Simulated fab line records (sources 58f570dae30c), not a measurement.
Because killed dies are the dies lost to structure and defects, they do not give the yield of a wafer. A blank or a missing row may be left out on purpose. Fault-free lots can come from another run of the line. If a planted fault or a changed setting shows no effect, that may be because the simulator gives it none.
fab line records	flow berkeley-cmos170
record: lots: 15	wafers: 45	last-day: 10
route steps=331 shown ZERO@12 ACTIVE@70 PFIELD@85
lots that met no fault: from a run of the same line without faults
start-h: start of the lot's first displayed wafer, in hours after the record's first day	wait-h: how many hours have passed since the lot's step before this one	" the same as in the row above	L1.1+2: several wafers, shown together as one row	- no value, or no start was given	* or withheld: withheld	< > ~ a bound
route shown NAME@n: names a module that has steps shown in the file, with the first one's number in the route	usual: mean/standard deviation of fault-free wafers	same: alike in all rows	chamber/n: place in a boat	sites: per-site readings	_std_site: how widely they spread, as a standard deviation	_edge_site: outer sites' mean less inner sites'	radius-mm: how far each site lies from the wafer's centre	mask NAME#n: copy n	behind: tool/chamber where the wafer was last shaped	hold: why the lot went on hold/how many hours it stayed there/how the hold came to an end	device: the n, p or np transistor that did not switch	end of line: the route-end tests of the same wafers	for a step that has no rows: nothing shown but its recipe	killed: dies that structure and defects cost at the first sort, which is not the same as the wafer's yield	map: a wafer's dies, marking killed ones x, the rest . and places with no die _
set.NAME: the run value of the setting; set.NAME@STEP: its run value at that earlier step	model.NAME: the simulator's own value behind a step, which no gauge read
a sample of lots followed through the steps of the route, with each step as a table and each wafer as a row
services: when a tool's chamber went out of use (start-h, in hours from the record's first day, below 0 if earlier), for how many hours, and the reason
== steps ==
step: UCB170_ZERO_ETCH_06
recipe: chemistry: CHF3/CF4/Ar	target: SiO2	time-s: 12	pressure-mtorr: 100	rf-w: 500	CHF3_flow_sccm: 50	cf4-flow-sccm: 10	Ar_flow_sccm: 120	over-etch-frac: 1.58
usual: cf4-flow-sccm: 10.000/0.03	drypump-motor-current-A: 5.7/0.41	oes-product-au: 0.618/0.012	throttle-valve-pct: 9.31/0.14
lot.wafer	tool	chamber	start-h	wait-h	cf4-flow-sccm	drypump-motor-current-A	oes-product-au	rf-hours-counter-h	throttle-valve-pct
L819.2	rie-diel-02	3	19.80	-	10.029	5.4	0.620	166	9.49
L819.4	"	0	"	"	10.004	6.1	0.616	7	9.44
L819.6	"	1	"	"	10.026	5.4	0.620	-	9.21
L820.3	rie-diel-02	0	24.66	-	9.990	6.1	0.606	7	9.44
L820.4	"	3	"	"	10.014	5.4	0.626	166	9.51
L820.6	"	0	"	"	9.984	6.1	0.610	-	9.44
L821.2	rie-diel-01	1	30.50	-	10.027	5.7	0.601	13	9.33
L821.4	"	0	"	"	10.005	5.7	0.631	7	9.18
L821.6	"	0	"	"	9.997	5.7	0.639	-	9.18
L823.2	rie-diel-03	3	37.99	-	10.036	5.6	0.609	123	9.31
L823.3	"	0	"	"	10.007	6.7	0.617	14	9.07
L823.6	"	0	"	"	9.966	6.7	0.621	-	9.09
L824.1	rie-diel-03	3	43.54	-	10.011	5.6	0.616	123	9.31
L824.2	"	2	"	"	9.996	5.7	0.620	4	9.54
L824.3	"	1	"	"	9.991	5.0	0.631	118	9.15
L825.4	rie-diel-01	2	51.99	-	9.967	5.4	0.632	4	9.38
L825.5	"	2	"	"	10.017	5.4	0.637	-	9.39
L825.6	"	1	"	"	9.956	5.7	0.610	-	9.33
L827.1	rie-diel-02	2	59.41	-	9.982	5.5	0.603	162	9.20
L827.4	"	1	"	"	10.014	5.4	0.612	155	9.22
L827.5	"	0	"	"	9.998	6.1	0.607	-	9.45
L826.3	rie-diel-01	2	59.97	-	9.990	5.4	0.630	4	9.38
L826.5	"	2	"	"	10.007	5.4	0.629	-	9.39
L826.6	"	3	"	"	9.945	6.2	0.621	-	9.25
L828.1	rie-diel-03	0	62.69	-	9.998	6.6	0.612	15	9.08
L828.3	"	3	"	"	9.998	5.6	0.613	124	9.30
L828.6	"	3	"	"	10.002	5.6	0.613	-	9.30
L831.3	rie-diel-01	3	78.84	-	9.977	6.3	0.618	50	9.24
L831.4	"	2	"	"	10.007	5.4	0.636	5	9.38
L831.5	"	1	"	"	9.989	5.7	0.602	-	9.32
L832.2	rie-diel-02	1	83.79	-	10.068	5.3	0.599	156	9.23
L832.3	"	0	"	"	9.956	6.1	0.612	11	9.44
L832.5	"	2	"	"	9.973	5.5	0.598	-	9.22
L833.3	rie-diel-03	1	86.28	-	10.026	5.0	0.643	120	9.15
L833.5	"	3	"	"	10.038	5.7	0.604	-	9.31
L833.6	"	0	"	"	9.954	6.6	0.618	-	9.09
L834.3	rie-diel-03	0	97.71	-	10.061	6.6	0.625	17	9.09
L834.5	"	3	"	"	9.994	5.6	0.614	-	9.31
L834.6	"	2	"	"	9.983	5.7	0.607	-	9.55
L835.1	rie-diel-01	3	102.88	-	10.035	6.2	0.621	50	9.25
L835.4	"	2	"	"	9.999	5.4	0.630	6	9.38
L835.6	"	2	"	"	10.018	5.4	0.635	-	9.36
L839.4	rie-diel-01	0	117.30	-	10.053	5.8	0.634	9	9.20
L839.5	"	2	"	"	9.990	5.4	0.620	-	9.38
L839.6	"	3	"	"	9.993	6.3	0.623	-	9.24
step: UCB170_ACTIVE_EXPOSE_10
recipe: mask-id: ACTIVE	target-cd-nm: 1200	na: 0.5	sigma-outer: 0.6	source-shape: conventional	dose-mj: 20
lot.wafer	tool	chamber	start-h	wait-h	mask
L819.2+4+6	krf-scanner-01	0	77.67	0.2	ACTIVE#0
L820.3+4+6	krf-scanner-01	0	78.26	0.5	ACTIVE#0
L821.2+4+6	krf-scanner-01	0	85.69	0.1	ACTIVE#0
L828.1+3+6	krf-scanner-02	0	111.63	-	ACTIVE#0
L826.3+5+6	krf-scanner-02	0	111.89	-	ACTIVE#0
L824.1+2+3	krf-scanner-01	0	112.18	0.2	ACTIVE#0
L827.1+4+5	krf-scanner-02	0	112.42	0.5	ACTIVE#0
L823.2+3+6	krf-scanner-01	0	112.68	0.5	ACTIVE#0
L825.4+5+6	krf-scanner-01	0	112.83	0.4	ACTIVE#0
L831.3+4+5	krf-scanner-01	0	127.26	0.2	ACTIVE#0
L832.2+3+5	krf-scanner-01	0	128.29	0.1	ACTIVE#0
L833.3+5+6	krf-scanner-01	0	141.44	0.1	ACTIVE#0
L835.1+4+6	krf-scanner-01	0	153.66	-	ACTIVE#0
L834.3+5+6	krf-scanner-01	0	154.18	0.3	ACTIVE#0
L839.4+5+6	krf-scanner-02	0	166.67	0.1	ACTIVE#0
step: UCB170_ACTIVE_OVL_MEAS_14
usual: ACTIVE_OVL: 3/4.9
lot.wafer	tool	chamber	start-h	wait-h	ACTIVE_OVL[nm]
L819.2	overlay-01	-	78.83	0.1	6
L819.4	"	-	"	"	6
L819.6	"	-	"	"	7
L820.3	overlay-01	-	79.34	0.1	3
L820.4	"	-	"	"	10
L820.6	"	-	"	"	12
L821.2	overlay-01	-	86.20	0.1	-1
L821.4	"	-	"	"	-4
L821.6	"	-	"	"	-2
L828.1	overlay-01	-	113.27	0.1	4
L828.3	"	-	"	"	7
L828.6	"	-	"	"	4
L826.3	overlay-01	-	113.55	0.1	3
L826.5	"	-	"	"	2
L826.6	"	-	"	"	-4
L824.1	overlay-02	-	113.66	0.1	2
L824.2	"	-	"	"	-9
L824.3	"	-	"	"	0
L827.1	overlay-01	-	113.90	0.1	0
L827.4	"	-	"	"	6
L827.5	"	-	"	"	5
L823.2	overlay-02	-	114.15	0.1	-4
L823.3	"	-	"	"	4
L823.6	"	-	"	"	-6
L825.4	overlay-01	-	114.52	0.1	4
L825.5	"	-	"	"	-2
L825.6	"	-	"	"	-1
L831.3	overlay-02	-	127.86	0.1	8
L831.4	"	-	"	"	2
L831.5	"	-	"	"	4
L832.2	overlay-02	-	128.97	0.1	3
L832.3	"	-	"	"	8
L832.5	"	-	"	"	12
L833.3	overlay-01	-	141.97	0.1	-221
L833.5	"	-	"	"	-226
L833.6	"	-	"	"	-220
L835.1	overlay-02	-	155.23	0.1	-210
L835.4	"	-	"	"	-210
L835.6	"	-	"	"	-214
L834.3	overlay-01	-	155.56	0.1	-220
L834.5	"	-	"	"	-217
L834.6	"	-	"	"	-212
L839.4	overlay-02	-	168.02	0.1	-5
L839.5	"	-	"	"	3
L839.6	"	-	"	"	-2
step: UCB170_ACTIVE_STRIP_16
recipe: chemistry: O2	power-w: 400	pressure-mtorr: 3500	platen-temp-c: withheld	o2-flow-sccm: 400	overash-fraction: 0.5
usual: drypump-motor-current-A: 5.6/0.38	oes-product-au: 0.721/0.0045	strip-time-to-endpoint-s: 18.08/0.098
lot.wafer	tool	chamber	start-h	wait-h	drypump-motor-current-A	oes-product-au	rf-hours-counter-h	strip-time-to-endpoint-s
L819.2	plasma-asher-02	0	78.96	0.1	5.8	0.721	35	18.09
L819.4	"	1	"	"	5.5	0.716	-	18.07
L819.6	"	0	"	"	5.7	0.724	-	18.04
L820.3	plasma-asher-04	0	79.50	0.1	4.9	0.711	-	18.08
L820.4	"	1	"	"	6.6	0.716	-	18.01
L820.6	"	1	"	"	6.7	0.723	-	18.11
L821.2	plasma-asher-01	1	86.34	0.1	5.5	0.724	26	18.01
L821.4	"	1	"	"	5.5	0.724	-	18.14
L821.6	"	1	"	"	5.5	0.726	-	18.04
L828.1	plasma-asher-02	0	113.40	0.1	5.7	0.727	39	17.96
L828.3	"	1	"	"	5.5	0.729	-	17.83
L828.6	"	0	"	"	5.7	0.721	-	17.85
L826.3	plasma-asher-01	0	113.71	0.1	5.8	0.714	-	18.17
L826.5	"	0	"	"	5.8	0.724	-	18.01
L826.6	"	1	"	"	5.5	0.727	-	18.17
L824.1	plasma-asher-02	1	113.80	0.1	5.5	0.721	39	18.06
L824.2	"	0	"	"	5.7	0.721	39	18.02
L824.3	"	0	"	"	5.7	0.723	-	18.03
L827.1	plasma-asher-01	1	114.04	0.1	5.5	0.717	29	17.95
L827.4	"	1	"	"	5.5	0.729	-	18.05
L827.5	"	1	"	"	5.5	0.727	-	18.20
L823.2	plasma-asher-02	1	114.28	0.1	5.5	0.724	39	17.91
L823.3	"	1	"	"	5.4	0.716	-	17.83
L823.6	"	1	"	"	5.5	0.720	-	18.05
L825.4	plasma-asher-01	0	114.67	0.1	5.8	0.728	-	18.13
L825.5	"	0	"	"	5.8	0.712	-	18.09
L825.6	"	1	"	"	5.5	0.725	-	18.22
L831.3	plasma-asher-02	1	128.02	0.1	5.5	0.725	-	17.89
L831.4	"	0	"	"	5.7	0.722	-	18.02
L831.5	"	1	"	"	5.5	0.716	-	18.07
L832.2	plasma-asher-04	1	129.10	0.1	6.6	0.716	2	18.16
L832.3	"	1	"	"	6.6	0.714	-	18.07
L832.5	"	0	"	"	4.9	0.722	-	17.94
L833.3	plasma-asher-01	0	142.13	0.1	5.7	0.728	-	18.21
L833.5	"	0	"	"	5.8	0.716	-	18.25
L833.6	"	1	"	"	5.5	0.715	-	18.09
L835.1	plasma-asher-04	1	155.36	0.1	6.7	0.722	5	18.12
L835.4	"	1	"	"	6.7	0.717	-	18.04
L835.6	"	1	"	"	6.7	0.725	-	18.05
L834.3	plasma-asher-01	1	155.72	0.1	5.5	0.721	-	18.05
L834.5	"	1	"	"	5.4	0.718	-	18.07
L834.6	"	0	"	"	5.8	0.727	-	17.99
L839.4	plasma-asher-02	1	168.17	0.1	5.5	0.721	-	18.18
L839.5	"	0	"	"	5.7	0.726	-	18.12
L839.6	"	1	"	"	5.5	0.724	-	18.15
step: UCB170_PFIELD_OVL_MEAS_06
usual: PFIELD_OVL: 0/6.2
lot.wafer	tool	chamber	start-h	wait-h	PFIELD_OVL[nm]
L819.2	overlay-01	-	81.11	-	-4
L819.4	"	-	"	"	6
L819.6	"	-	"	"	-3
L820.3	overlay-01	-	81.67	-	-14
L820.4	"	-	"	"	-9
L820.6	"	-	"	"	-5
L821.2	overlay-01	-	89.62	-	-2
L821.4	"	-	"	"	-2
L821.6	"	-	"	"	-4
L826.3	overlay-02	-	117.86	-	3
L826.5	"	-	"	"	6
L826.6	"	-	"	"	2
L824.1	overlay-01	-	117.94	-	-7
L824.2	"	-	"	"	-3
L824.3	"	-	"	"	-3
L828.1	overlay-02	-	118.00	-	-7
L828.3	"	-	"	"	-4
L828.6	"	-	"	"	-6
L827.1	overlay-01	-	118.28	-	-1
L827.4	"	-	"	"	5
L827.5	"	-	"	"	3
L823.2	overlay-01	-	118.58	-	-1
L823.3	"	-	"	"	-1
L823.6	"	-	"	"	1
L825.4	overlay-01	-	118.68	-	10
L825.5	"	-	"	"	6
L825.6	"	-	"	"	9
L831.3	overlay-02	-	132.53	-	-3
L831.4	"	-	"	"	2
L831.5	"	-	"	"	-3
L832.2	overlay-01	-	133.25	-	-3
L832.3	"	-	"	"	-10
L832.5	"	-	"	"	-8
L833.3	overlay-01	-	143.79	-	8
L833.5	"	-	"	"	6
L833.6	"	-	"	"	6
L835.1	overlay-02	-	159.01	-	-2
L835.4	"	-	"	"	2
L835.6	"	-	"	"	0
L834.3	overlay-02	-	159.57	-	6
L834.5	"	-	"	"	8
L834.6	"	-	"	"	0
L839.4	overlay-02	-	169.67	-	4
L839.5	"	-	"	"	10
L839.6	"	-	"	"	13
== services ==
tool	chamber	start-h	hours	kind
krf-scanner-01	-	8.07	1.0	pm
plasma-asher-01	-	9.71	0.4	repair
plasma-asher-01	-	10.16	15.6	pm
krf-scanner-02	-	18.92	1.3	pm
rie-diel-02	3	26.71	4.2	repair
krf-scanner-01	-	40.75	0.2	repair
krf-scanner-01	-	46.10	1.0	repair
krf-scanner-01	-	50.99	1.3	pm
krf-scanner-01	-	55.91	0.7	repair
plasma-asher-01	-	60.32	1.2	repair
krf-scanner-01	-	61.87	5.2	repair
rie-diel-03	1	62.12	9.6	repair
krf-scanner-02	-	71.72	4.4	pm
krf-scanner-02	-	78.46	1.0	pm
krf-scanner-02	-	80.17	3.6	repair
rie-diel-02	1	86.52	5.8	repair
rie-diel-01	3	87.26	3.8	repair
krf-scanner-01	-	88.93	0.8	pm
rie-diel-02	-	95.94	2.8	pm
rie-diel-02	2	100.22	4.2	repair
krf-scanner-02	-	114.45	4.4	pm
krf-scanner-01	-	129.60	1.6	repair
krf-scanner-02	-	141.81	0.8	pm
rie-diel-03	-	156.84	0.6	repair
== key ==
first-sign: step: UCB170_ACTIVE_OVL_MEAS_14	reading: ACTIVE_OVL	direction: down	sigmas: 45	usual: 3	struck: -217
effect none on later readings
met-at UCB170_ACTIVE_EXPOSE_10
struck-lots L833,L834,L835
tester-left-out L833,L834,L835
not-acting-at UCB170_ZERO_ETCH_06,UCB170_ACTIVE_STRIP_16,UCB170_PFIELD_OVL_MEAS_06
onset-between 128.29 141.44
fault: kind: scanner-matching-overlay	tool: krf-scanner-01	chamber: -	onset-h: 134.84	steps: UCB170_ACTIVE_EXPOSE_10	offset: -220
tester-left-out: of these lots the tester's yield and bins aren't shown, on N5 and GAA mostly nor the transistor test; their killed dies are dies lost to structure and defects alone, not to doping, threshold or leakage, so they don't give the yield
